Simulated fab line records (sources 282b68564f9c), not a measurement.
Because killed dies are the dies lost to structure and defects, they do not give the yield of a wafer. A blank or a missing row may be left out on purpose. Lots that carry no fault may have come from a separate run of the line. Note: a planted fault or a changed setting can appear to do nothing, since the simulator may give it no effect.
fab line records	flow rit_cmos
record lots=14	wafers=42	last_day=7
route steps=202 shown ACTIVE@2 NWELL@37 NRETRO@63 M1@202
lots untouched by any fault: they come from a run of this same line in which no faults occurred
start_h: hours from the record's opening day to when the first of the lot's shown wafers began	wait_h: how many hours have passed since the lot's step before this one	" repeats the value in the row above	L1.1+2: a row that stands for several wafers	- either no value or no given start	* or withheld: withheld	< > ~ a bound
route shown NAME@n: a module of which the file shows steps, and the number in the route of the first	usual: average and standard deviation across the fault-free wafers	same: alike in all rows	chamber/n: place in a boat	sites: the reading at each site	_std_site: the values' standard deviation	_edge_site: the outer-site mean with the inner-site mean subtracted	radius_mm: how far each site lies from the wafer's centre	mask NAME#n: copy n	behind: the tool/chamber that last shaped the wafer	hold: the reason the lot was held/the length of the hold in hours/how it ended	device: transistor that didn't switch, given as n, p or np	end of line: the route-end tests of the same wafers	for a step that has no rows: nothing shown but its recipe	killed: the dies lost at the first sort to structure and to defects; this is not the yield of the wafer	map: a wafer's dies, x killed, . not, _ none there
set.NAME: the run value of the setting; set.NAME@STEP: its run value at that earlier step	model.NAME: the simulator's own value behind a step, which no gauge read
a sample of lots followed through the steps of the route, with each step as a table and each wafer as a row
services: the hour from which a tool's chamber was out of use, counted from the record's first day as start_h (under 0 if before that day), plus the number of hours and why
## steps
# step RIT_ACTIVE_OXIDATION_01
# recipe temp_c=1000	ambient=O2	target_thk_a=468	ox_time_s=3360
# usual ox_temp_c=1000.0/0.4	spike_tc_source_C=1023.8/2.1	tube_center_temp_C=999.99/0.09	zone_power_load_pct=34.2/1.7
lot.wafer	tool	chamber	start_h	wait_h	ox_temp_c	spike_tc_source_C	tube_center_temp_C	zone_power_load_pct
L108.2	furnace-04	0	15.12	0.1	1000.1	1026.4	1000.2	33.6
L108.4	"	0	"	"	1000.3	1025.2	1000.1	33.5
L108.6	"	0	"	"	1000.0	1026.8	1000	34.1
L109.1	furnace-04	0	20.92	0.9	999.8	1025.4	1000.2	34.1
L109.3	"	0	"	"	999.4	1023.4	999.99	33.5
L109.6	"	0	"	"	999.4	1025.9	999.98	34.0
L110.2	furnace-04	0	26.96	1.9	1001.1	1026.2	999.87	34.2
L110.3	"	0	"	"	1000.1	1026.6	1000.2	34.0
L110.5	"	0	"	"	999.9	1026.9	1000.1	33.5
L111.3	furnace-04	0	31.56	1.5	1000.5	1026.4	1000	33.8
L111.4	"	0	"	"	1000.8	1027.4	999.9	33.6
L111.6	"	0	"	"	1000.5	1026.2	1000	34.2
L119.2	furnace-03	0	70.92	0.9	999.3	1022.0	1000	36.1
L119.4	"	0	"	"	999.7	1021.7	999.97	36.5
L119.5	"	0	"	"	1000.1	1022.1	999.92	36.4
L120.1	furnace-01	0	75.12	0.1	999.8	1021.5	999.95	31.9
L120.2	"	0	"	"	999.7	1023.3	1000.1	32.2
L120.5	"	0	"	"	1000.1	1023.6	1000	32.1
L121.3	furnace-01	0	80.12	0.1	1001.0	1022.9	1000	32.0
L121.4	"	0	"	"	1000.3	1024.8	999.92	31.8
L121.6	"	0	"	"	1000.7	1022.9	999.97	31.6
L122.1	furnace-01	0	86.07	1.0	999.9	1022.4	1000.3	31.7
L122.3	"	0	"	"	1000.5	1024.0	1000.2	32.0
L122.5	"	0	"	"	999.7	1024.5	1000	32.1
L124.1	furnace-03	0	95.12	0.1	1000.2	1021.0	1000	36.1
L124.2	"	0	"	"	999.7	1022.5	999.93	36.1
L124.3	"	0	"	"	1000.0	1021.7	999.96	35.5
L125.1	furnace-03	0	100.12	0.1	999.7	1020.2	1000	36.3
L125.5	"	0	"	"	999.8	1021.5	999.85	35.9
L125.6	"	0	"	"	1000.0	1021.4	1000	36.3
L126.2	furnace-04	0	105.12	0.1	999.8	1025.9	999.99	34.1
L126.4	"	0	"	"	999.6	1025.4	1000.1	34.0
L126.6	"	0	"	"	1000.1	1024.8	999.9	33.8
L128.1	furnace-01	0	115.88	0.9	1000.1	1022.6	1000.1	32.4
L128.3	"	0	"	"	999.7	1024.2	1000.1	31.8
L128.4	"	0	"	"	1000.3	1024.2	1000	32.0
L129.2	furnace-04	0	120.12	0.1	1000.0	1026.3	999.77	33.9
L129.3	"	0	"	"	1000.3	1027.3	999.91	33.8
L129.4	"	0	"	"	1000.6	1026.3	999.95	34.0
L130.1	furnace-03	0	125.12	0.1	1000.0	1021.4	999.91	36.2
L130.2	"	0	"	"	999.9	1022.0	999.95	36.1
L130.3	"	0	"	"	1000.5	1021.0	999.96	36.2
# step RIT_ACTIVE_THK_MEAS_02
# recipe reads=SiO2_of_ACTIVE_OXIDATION_01
# usual ACTIVE_OXIDE_THK=46.8/1.1
lot.wafer	tool	chamber	start_h	wait_h	hold	ACTIVE_OXIDE_THK[nm]
L108.2	film_metro-04	-	17.06	0.0	-	45.9
L108.4	"	-	"	"	-	45.6
L108.6	"	-	"	"	-	45.0
L109.1	film_metro-01	-	22.85	0.0	-	45.6
L109.3	"	-	"	"	-	46.8
L109.6	"	-	"	"	-	46.5
L110.2	film_metro-04	-	28.91	0.0	await_dispo/0.2h/release	50.7
L110.3	"	-	"	"	await_dispo/0.2h/release	51.4
L110.5	"	-	"	"	await_dispo/0.2h/release	52.1
L110.2	film_metro-04	-	29.22	0.3	-	50.8
L110.3	"	-	"	"	-	51.5
L110.5	"	-	"	"	-	52.1
L111.3	film_metro-04	-	33.51	0.0	await_dispo/0.2h/release	53.8
L111.4	"	-	"	"	await_dispo/0.2h/release	54.0
L111.6	"	-	"	"	await_dispo/0.2h/release	53.5
L111.3	film_metro-04	-	33.74	0.2	-	53.8
L111.4	"	-	"	"	-	54.0
L111.6	"	-	"	"	-	53.4
L119.2	film_metro-01	-	72.86	0.0	-	45.8
L119.4	"	-	"	"	-	46.1
L119.5	"	-	"	"	-	46.1
L120.1	film_metro-01	-	77.05	0.0	-	45.1
L120.2	"	-	"	"	-	45.6
L120.5	"	-	"	"	-	45.4
L121.3	film_metro-01	-	82.07	0.0	-	45.8
L121.4	"	-	"	"	-	46.0
L121.6	"	-	"	"	-	45.2
L122.1	film_metro-01	-	88.00	0.0	-	46.6
L122.3	"	-	"	"	-	45.7
L122.5	"	-	"	"	-	46.6
L124.1	film_metro-04	-	97.05	0.0	-	47.0
L124.2	"	-	"	"	-	47.7
L124.3	"	-	"	"	-	47.0
L125.1	film_metro-04	-	102.05	0.0	-	46.2
L125.5	"	-	"	"	-	46.5
L125.6	"	-	"	"	-	47.5
L126.2	film_metro-02	-	107.06	0.0	-	48.0
L126.4	"	-	"	"	-	48.7
L126.6	"	-	"	"	-	48.3
L128.1	film_metro-02	-	117.82	0.0	-	45.6
L128.3	"	-	"	"	-	46.5
L128.4	"	-	"	"	-	46.2
L129.2	film_metro-02	-	122.06	0.0	-	46.0
L129.3	"	-	"	"	-	46.3
L129.4	"	-	"	"	-	46.1
L130.1	film_metro-01	-	127.05	0.0	-	47.0
L130.2	"	-	"	"	-	47.5
L130.3	"	-	"	"	-	46.6
# step RIT_ACTIVE_THK_MEAS_04
# recipe reads=Si3N4_of_ACTIVE_CVD_03
# usual ACTIVE_NITRIDE_THK=149.2/1.5
lot.wafer	tool	chamber	start_h	wait_h	ACTIVE_NITRIDE_THK[nm]
L108.2	film_metro-02	-	18.54	0.0	148.2
L108.4	"	-	"	"	147.9
L108.6	"	-	"	"	148.2
L109.1	film_metro-04	-	24.33	0.0	149.5
L109.3	"	-	"	"	149.3
L109.6	"	-	"	"	150.1
L110.2	film_metro-04	-	33.56	0.1	147.2
L110.3	"	-	"	"	147.5
L110.5	"	-	"	"	148.0
L111.3	film_metro-04	-	38.37	0.0	147.1
L111.4	"	-	"	"	147.0
L111.6	"	-	"	"	146.0
L119.2	film_metro-04	-	74.34	0.0	151.7
L119.4	"	-	"	"	151.3
L119.5	"	-	"	"	150.2
L120.1	film_metro-04	-	78.53	0.0	145.2
L120.2	"	-	"	"	147.5
L120.5	"	-	"	"	147.4
L121.3	film_metro-04	-	83.55	0.0	149.5
L121.4	"	-	"	"	150.3
L121.6	"	-	"	"	150.4
L122.1	film_metro-02	-	90.18	0.0	149.5
L122.3	"	-	"	"	151.2
L122.5	"	-	"	"	150.8
L124.1	film_metro-01	-	98.53	0.0	148.9
L124.2	"	-	"	"	147.2
L124.3	"	-	"	"	148.7
L125.1	film_metro-04	-	103.53	0.0	149.2
L125.5	"	-	"	"	150.3
L125.6	"	-	"	"	150.6
L126.2	film_metro-02	-	108.54	0.0	152.1
L126.4	"	-	"	"	151.5
L126.6	"	-	"	"	151.6
L128.1	film_metro-02	-	119.29	0.0	148.5
L128.3	"	-	"	"	147.7
L128.4	"	-	"	"	147.9
L129.2	film_metro-04	-	123.54	0.0	149.2
L129.3	"	-	"	"	147.9
L129.4	"	-	"	"	147.3
L130.1	film_metro-01	-	128.53	0.0	148.7
L130.2	"	-	"	"	148.4
L130.3	"	-	"	"	149.9
# step RIT_NWELL_STRIP_09
# recipe chemistry=O2	time_s=180	resist=NOVOLAK	platen_temp_c=withheld	power_w=500	pressure_mtorr=4000	o2_flow_sccm=4000
# usual drypump_motor_current_A=5.6/0.37	o2_flow_sccm=4000/12
lot.wafer	tool	chamber	start_h	wait_h	drypump_motor_current_A	o2_flow_sccm	rf_hours_counter_h
L108.2	plasma_asher-04	1	28.27	0.1	6.0	3991	36
L108.4	"	0	"	"	5.1	3997	-
L108.6	"	0	"	"	5.1	3979	-
L109.1	plasma_asher-03	1	31.61	0.1	5.7	3993	41
L109.3	"	1	"	"	5.7	4017	-
L109.6	"	0	"	"	5.8	4011	-
L110.2	plasma_asher-01	1	43.93	0.1	6.0	4016	40
L110.3	"	0	"	"	5.0	3974	-
L110.5	"	1	"	"	6.0	4016	-
L111.3	plasma_asher-01	0	48.07	0.1	5.0	4003	-
L111.4	"	1	"	"	6.0	4000	-
L111.6	"	0	"	"	5.0	3993	-
L119.2	plasma_asher-03	1	81.98	0.1	5.7	4024	46
L119.4	"	1	"	"	5.7	4015	-
L119.5	"	0	"	"	5.8	3998	-
L120.1	plasma_asher-04	0	87.97	0.1	5.1	4008	43
L120.2	"	1	"	"	6.0	4006	43
L120.5	"	0	"	"	5.1	3993	-
L121.3	plasma_asher-04	0	92.82	0.1	5.1	3975	-
L121.4	"	1	"	"	6.0	3977	-
L121.6	"	0	"	"	5.1	3989	-
L122.1	plasma_asher-03	0	98.03	0.1	5.7	4012	48
L122.3	"	1	"	"	5.7	4004	-
L122.5	"	0	"	"	5.8	4011	-
L124.1	plasma_asher-01	1	105.84	0.1	6.0	3995	48
L124.2	"	0	"	"	5.0	3981	48
L124.3	"	1	"	"	6.0	3995	-
L125.1	plasma_asher-01	0	110.94	0.1	5.0	4018	49
L125.5	"	1	"	"	6.0	4016	-
L125.6	"	0	"	"	5.0	4023	-
L126.2	plasma_asher-01	0	116.34	0.1	5.1	3994	50
L126.4	"	1	"	"	6.0	3987	-
L126.6	"	1	"	"	5.9	4005	-
L128.1	plasma_asher-03	0	126.58	0.1	5.7	3997	52
L128.3	"	1	"	"	5.7	3999	-
L128.4	"	0	"	"	5.7	3996	-
L129.2	plasma_asher-01	1	131.03	0.1	6.0	3987	52
L129.3	"	1	"	"	6.0	3999	-
L129.4	"	0	"	"	5.0	4018	-
L130.1	plasma_asher-04	1	135.65	0.1	6.0	3997	2
L130.2	"	0	"	"	5.1	3992	2
L130.3	"	1	"	"	6.0	4015	-
# step RIT_NRETRO_TW_MEAS_10
# usual NRETRO_TW=1069/10
lot.wafer	tool	chamber	start_h	wait_h	NRETRO_TW
L108.2	film_metro-04	-	37.19	0.1	1077
L108.4	"	-	"	"	1080
L108.6	"	-	"	"	1076
L109.1	film_metro-04	-	40.68	0.1	1070
L109.3	"	-	"	"	1074
L109.6	"	-	"	"	1076
L110.2	film_metro-02	-	54.61	0.1	1081
L110.3	"	-	"	"	1074
L110.5	"	-	"	"	1078
L111.3	film_metro-04	-	58.20	0.1	1066
L111.4	"	-	"	"	1070
L111.6	"	-	"	"	1071
L119.2	film_metro-01	-	91.35	0.1	1050
L119.4	"	-	"	"	1049
L119.5	"	-	"	"	1049
L120.1	film_metro-04	-	96.57	0.1	1082
L120.2	"	-	"	"	1072
L120.5	"	-	"	"	1074
L121.3	film_metro-01	-	101.40	0.1	1051
L121.4	"	-	"	"	1048
L121.6	"	-	"	"	1054
L122.1	film_metro-02	-	106.88	0.1	1068
L122.3	"	-	"	"	1067
L122.5	"	-	"	"	1072
L124.1	film_metro-02	-	114.44	0.1	1067
L124.2	"	-	"	"	1073
L124.3	"	-	"	"	1070
L125.1	film_metro-01	-	120.52	0.1	1052
L125.5	"	-	"	"	1057
L125.6	"	-	"	"	1048
L126.2	film_metro-04	-	125.73	0.1	1073
L126.4	"	-	"	"	1084
L126.6	"	-	"	"	1071
L128.1	film_metro-04	-	135.65	0.1	1068
L128.3	"	-	"	"	1074
L128.4	"	-	"	"	1077
L129.2	film_metro-01	-	140.51	0.1	1054
L129.3	"	-	"	"	1055
L129.4	"	-	"	"	1052
L130.1	film_metro-01	-	144.44	0.1	1044
L130.2	"	-	"	"	1050
L130.3	"	-	"	"	1047
# step RIT_M1_PROBE_99
# usual killed_at_M0_to_M3=0.0/0.14	killed_at_contacts=0.1/0.26	killed_at_front_end=7/3.2	killed_dies=7/3.2	killed_open=3.2/2.1	killed_short=3.7/2.1
# same gross_dies=264	killed_at_M4_up=0	killed_at_back_side=0	killed_at_other=0
lot.wafer	tool	chamber	start_h	wait_h	killed_at_M0_to_M3	killed_at_contacts	killed_at_front_end	killed_dies	killed_open	killed_short
L108.2	prober-01	-	65.57	0.1	0	0	6	6	3	3
L108.4	prober-01	-	65.67	0.2	0	0	5	5	1	4
L108.6	prober-01	-	65.77	0.2	0	0	3	3	2	1
L109.1	prober-02	-	69.21	0.1	0	0	9	9	5	4
L109.3	prober-02	-	69.31	0.2	0	0	2	2	0	2
L109.6	prober-02	-	69.46	0.2	0	0	5	5	1	4
L110.2	prober-01	-	86.02	0.1	0	0	4	4	1	3
L110.3	prober-01	-	86.07	0.2	0	0	4	4	2	2
L110.5	prober-01	-	86.17	0.2	0	0	8	8	0	8
L121.3	prober-02	-	128.15	0.2	0	0	3	3	3	0
L121.4	prober-02	-	128.20	0.2	0	0	2	2	2	0
L121.6	prober-02	-	128.30	0.2	0	0	1	1	0	1
L124.1	prober-01	-	142.61	0.1	0	0	5	5	3	2
L124.2	prober-01	-	142.66	0.1	0	0	7	7	3	4
L124.3	prober-01	-	142.71	0.2	0	0	4	4	2	2
# killed by level:class
L108.2 REOX:geometric_particle:open=2 FOX2:geometric_particle:short=1 REOX:geometric_particle:short=1 SPACER:geometric_particle:open=1 SPACER:geometric_particle:short=1
L108.4 FOX1:geometric_particle:short=1 FOX2:geometric_particle:short=1 GATE:geometric_particle:short=1 GATE:geometric_particle:open=1 SPACER:geometric_particle:short=1
L108.6 FOX2:geometric_particle:open=2 REOX:geometric_particle:short=1
L109.1 GATE:geometric_particle:open=2 SPACER:geometric_particle:short=2 FOX1:geometric_particle:open=1 FOX2:geometric_particle:short=1 FOX2:geometric_particle:open=1 GATE:geometric_particle:short=1 SPACER:geometric_particle:open=1
L109.3 GATE:geometric_particle:short=2
L109.6 GATE:geometric_particle:short=2 FOX1:geometric_particle:short=1 FOX1:geometric_particle:open=1 REOX:geometric_particle:short=1
L110.2 GATE:geometric_particle:short=2 GATE:geometric_particle:open=1 SPACER:geometric_particle:short=1
L110.3 FOX2:geometric_particle:open=1 GATE:geometric_particle:short=1 GATE:geometric_particle:open=1 REOX:geometric_particle:short=1
L110.5 GATE:geometric_particle:short=3 SPACER:geometric_particle:short=3 FOX2:geometric_particle:short=1 REOX:geometric_particle:short=1
L121.3 GATE:geometric_particle:open=2 SILICIDE:geometric_particle:open=1
L121.4 FOX2:geometric_particle:open=1 SPACER:geometric_particle:open=1
L121.6 FOX2:geometric_particle:short=1
L124.1 FOX1:geometric_particle:open=1 GATE:geometric_particle:open=1 GATE:geometric_particle:short=1 REOX:geometric_particle:short=1 SILICIDE:geometric_particle:open=1
L124.2 GATE:geometric_particle:short=2 REOX:geometric_particle:open=2 REOX:geometric_particle:short=1 SPACER:geometric_particle:short=1 SILICIDE:geometric_particle:open=1
L124.3 SILICIDE:geometric_particle:open=2 REOX:geometric_particle:short=1 SILICIDE:geometric_particle:short=1
## services
tool	chamber	start_h	hours	kind
furnace-03	-	-6.50	3.2	pm
plasma_asher-01	-	8.24	0.8	repair
furnace-03	-	81.18	3.3	pm
plasma_asher-04	-	108.92	9.0	pm
plasma_asher-04	0	108.92	9.0	vent_cycle
plasma_asher-04	1	108.92	9.0	vent_cycle
furnace-01	-	112.71	2.9	pm
furnace-04	-	112.87	3.8	pm
plasma_asher-04	0	117.92	-	clean
plasma_asher-04	1	117.92	-	clean
furnace-01	-	128.76	3.0	pm
## key
first_sign step=RIT_ACTIVE_THK_MEAS_02	reading=visit	direction=added
effect step=RIT_ACTIVE_THK_MEAS_02	reading=ACTIVE_OXIDE_THK	direction=up	sigmas=5.3	usual=46.8	struck=52.6
met_at RIT_ACTIVE_OXIDATION_01
struck_lots L110,L111
rows_end L111.3
sort_left_out L111.4,L111.6
tester_left_out L110,L111
not_acting_at RIT_ACTIVE_THK_MEAS_04,RIT_NWELL_STRIP_09,RIT_NRETRO_TW_MEAS_10
onset_between 20.92 26.96
fault kind=process_parameter_drift	tool=furnace-04	chamber=-	onset_h=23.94	steps=RIT_ACTIVE_OXIDATION_01	channel=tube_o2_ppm	offset=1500	shape=step	end_h=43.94
# tester_left_out: of these lots the tester's yield and bins aren't shown, on N5 and GAA mostly nor the transistor test; their killed dies are dies lost to structure and defects alone, not to doping, threshold or leakage, so they don't give the yield
# sort_left_out: the simulated sort isn't trusted on such a fault, so these wafers' sort isn't shown, and their yield isn't known
# rows_end: these wafers met a further fault down the route, and their rows from its step on are left out
